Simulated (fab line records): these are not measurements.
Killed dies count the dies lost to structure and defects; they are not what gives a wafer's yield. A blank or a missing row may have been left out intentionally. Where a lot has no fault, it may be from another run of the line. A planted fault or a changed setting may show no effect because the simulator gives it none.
Chamber matching	flow berkeley cmos170	4 sister chambers for UCB170_V1_CMP_02 on cmp-01
The step polishes SiO2. 8 wafers are shown with their chamber, then 8 later ones without.

## EACH WAFER AND ITS CHAMBER
wafer	chamber	motor current A (A)	platen rpm (rpm)
L937.6	1	16.0	59.99
L945.1	3	15.3	59.95
L945.4	2	16.7	59.96
L945.6	0	17.2	59.94
L948.1	0	16.7	60.04
L948.2	1	16.0	59.96
L948.3	3	14.7	59.99
L952.1	2	16.4	60.08

## WAFERS WHOSE CHAMBER IS MISSING
wafer	motor current A (A)	platen rpm (rpm)
L952.2	15.8	60.00
L952.3	15.6	60.02
L955.2	17.8	59.98
L955.3	15.7	59.93
L955.6	17.1	60.00
L959.2	17.2	59.98
L959.3	15.9	59.99
L959.4	17.4	59.95

## THE CHAMBER EACH PASSED THROUGH
wafer	from the rows above	in truth
L952.2	can't be placed: 1 or 2 or 3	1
L952.3	can't be placed: 1 or 3 or 2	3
L955.2	can't be placed: 0 or 2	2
L955.3	can't be placed: 1 or 3 or 2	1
L955.6	can't be placed: 0 or 2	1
L959.2	can't be placed: 0 or 2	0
L959.3	can't be placed: 1 or 2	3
L959.4	can't be placed: 0 or 2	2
0 of 8 placed correctly. These rows do not allow placing 8 (true chamber among the candidates in 6). Wrongly placed: 0.
How it was worked out, from the rows above alone: a wafer's distance from a chamber is the root of the sum, over the readings, of the square of ((its reading less the chamber's mean) divided by the reading's scatter). If the next closest chamber is less than 2 further off than the closest, the wafer can't be placed; otherwise it belongs to the closest. A chamber's mean is the mean of its shown wafers. The scatter: the root of (the sum of the squares of (reading less its chamber's mean) over the shown wafers, divided by (wafers less chambers)).
